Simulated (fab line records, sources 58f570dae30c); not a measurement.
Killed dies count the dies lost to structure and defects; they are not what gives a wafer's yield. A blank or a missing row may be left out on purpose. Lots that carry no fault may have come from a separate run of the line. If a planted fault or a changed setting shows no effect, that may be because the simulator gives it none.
Commonality check across tools ; flow berkeley cmos170 ; Sample size 15 lots and 54 wafers

== WHAT PROMPTED THE OPENING ==
3 of 15 lots carry a flag on the reading PSD_TW at UCB170_PSD_TW_MEAS_10. Fault-free wafers read 2320, with a standard deviation of 12.
Rule: a lot gets a flag if all its wafers with a number sit over 4 standard deviations from that mean, or if no wafer of it has a number. The rest of the lots are taken to be sound.

lot;measured;on;PSD_TW, wafer by wafer;flag
L633;day 7 01:23;film metro-01;2327 2320 2343;
L634;day 7 01:37;film metro-03;2324 2330 2333;
L635;day 7 08:50;film metro-02;2320 2327 2328;
L637;day 7 21:23;film metro-03;2857 2854 2864 2859 2864 2838;FLAGGED
L639;day 8 09:52;film metro-01;2340 2343 2334;
L642;day 9 00:45;film metro-02;2833 2841 2843 2838 2831 2842;FLAGGED
L643;day 9 01:01;film metro-03;2830 2845 2843 2847 2841 2829;FLAGGED
L646;day 9 19:04;film metro-03;2331 2318 2320;
L648;day 10 06:38;film metro-03;2304 2311 2302;
L649;day 10 06:55;film metro-01;2330 2342 2334;
L647;day 10 06:59;film metro-02;2313 2301 2313;
L652;day 10 20:59;film metro-02;2291 2298 2308;
L655;day 11 06:10;film metro-02;2314 2314 2312;
L654;day 11 06:52;film metro-02;2324 2325 2328;
L656;day 11 13:04;film metro-03;2330 2321 2317;
The numbers of the flagged lots are 2844 on average: +524 against the usual, or +44 standard deviations.

== LOT BY LOT: THE TOOL USED ==
3 process steps preceding the reading are held in the record, out of 331 steps in the route. Read each cell as the tool, then ch plus the chambers that the sampled wafers visited, then the start.
lot;flag;UCB170_GATE_ETCH_14;UCB170_PSD_IMPLANT_08;UCB170_PSD_STRIP_09
L633;;rie diel-01 ch 1,3, day 6 16:34;implanter-01 ch 0, day 7 01:09;plasma asher-01 ch 0,1, day 7 01:17
L634;;rie diel-04 ch 0,1,3, day 6 16:52;implanter-02 ch 0, day 7 01:22;plasma asher-03 ch 0, day 7 01:31
L635;;rie diel-04 ch 0,2,3, day 6 22:42;implanter-01 ch 0, day 7 08:35;plasma asher-01 ch 0, day 7 08:43
L637;FLAGGED;rie diel-01 ch 0,1, day 7 10:25;implanter-03 ch 0, day 7 20:51;plasma asher-04 ch 0,1, day 7 21:18
L639;;rie diel-03 ch 1,2,3, day 7 20:39;implanter-03 ch 0, day 8 09:37;plasma asher-04 ch 0,1, day 8 09:46
L642;FLAGGED;rie diel-04 ch 1,3, day 8 12:43;implanter-03 ch 0, day 9 00:13;plasma asher-01 ch 0,1, day 9 00:40
L643;FLAGGED;rie diel-03 ch 0,1,2, day 8 13:02;implanter-01 ch 0, day 9 00:26;plasma asher-04 ch 0,1, day 9 00:55
L646;;rie diel-04 ch 1,2,3, day 9 06:08;implanter-02 ch 0, day 9 18:49;plasma asher-04 ch 0,1, day 9 18:58
L648;;rie diel-03 ch 0,2,3, day 9 18:34;implanter-03 ch 0, day 10 06:23;plasma asher-01 ch 0,1, day 10 06:32
L649;;rie diel-04 ch 0,2,3, day 9 18:49;implanter-01 ch 0, day 10 06:40;plasma asher-04 ch 0,1, day 10 06:49
L647;;rie diel-04 ch 0,1,3, day 9 18:11;implanter-02 ch 0, day 10 06:45;plasma asher-03 ch 0,1, day 10 06:53
L652;;rie diel-01 ch 0,2,3, day 10 09:23;implanter-02 ch 0, day 10 20:44;plasma asher-03 ch 0,1, day 10 20:53
L655;;rie diel-03 ch 2,3, day 10 20:56;implanter-01 ch 0, day 11 05:55;plasma asher-04 ch 0,1, day 11 06:03
L654;;rie diel-01 ch 0,1, day 10 21:12;implanter-02 ch 0, day 11 06:37;plasma asher-03 ch 0,1, day 11 06:46
L656;;rie diel-04 ch 0,1,3, day 11 02:12;implanter-03 ch 0, day 11 12:49;plasma asher-03 ch 0, day 11 12:57
What is done by these steps:
- UCB170_GATE_ETCH_14: etches BARC in N2/H2.
- UCB170_PSD_IMPLANT_08
- UCB170_PSD_STRIP_09: strips in O2.
- UCB170_PSD_TW_MEAS_10

== FLAGGED OVER TOTAL, TOOL BY TOOL (the gauges that took the reading come last) ==
step;tool;lots run;flagged;share of the flagged lots;sound lots run after its first flagged lot
UCB170_GATE_ETCH_14;rie diel-01;4;1;some;2 (L652,L654)
UCB170_GATE_ETCH_14;rie diel-03;4;1;some;2 (L648,L655)
UCB170_GATE_ETCH_14;rie diel-04;7;1;some;4 (L646,L647,L649,L656)
UCB170_PSD_IMPLANT_08;implanter-01;5;1;some;2 (L649,L655)
UCB170_PSD_IMPLANT_08;implanter-02;5;0;none;-
UCB170_PSD_IMPLANT_08;implanter-03;5;2;some;3 (L639,L648,L656)
UCB170_PSD_STRIP_09;plasma asher-01;4;1;some;1 (L648)
UCB170_PSD_STRIP_09;plasma asher-03;5;0;none;-
UCB170_PSD_STRIP_09;plasma asher-04;6;2;some;4 (L639,L646,L649,L655)
UCB170_PSD_TW_MEAS_10;film metro-01;3;0;none;-
UCB170_PSD_TW_MEAS_10;film metro-02;6;1;some;4 (L647,L652,L655,L654)
UCB170_PSD_TW_MEAS_10;film metro-03;6;2;some;3 (L646,L648,L656)

== THE TABLE: WHAT IT ALLOWS ==
No row of the table ran every flagged lot.

== WHAT THE SIMULATOR HAD INSERTED ==
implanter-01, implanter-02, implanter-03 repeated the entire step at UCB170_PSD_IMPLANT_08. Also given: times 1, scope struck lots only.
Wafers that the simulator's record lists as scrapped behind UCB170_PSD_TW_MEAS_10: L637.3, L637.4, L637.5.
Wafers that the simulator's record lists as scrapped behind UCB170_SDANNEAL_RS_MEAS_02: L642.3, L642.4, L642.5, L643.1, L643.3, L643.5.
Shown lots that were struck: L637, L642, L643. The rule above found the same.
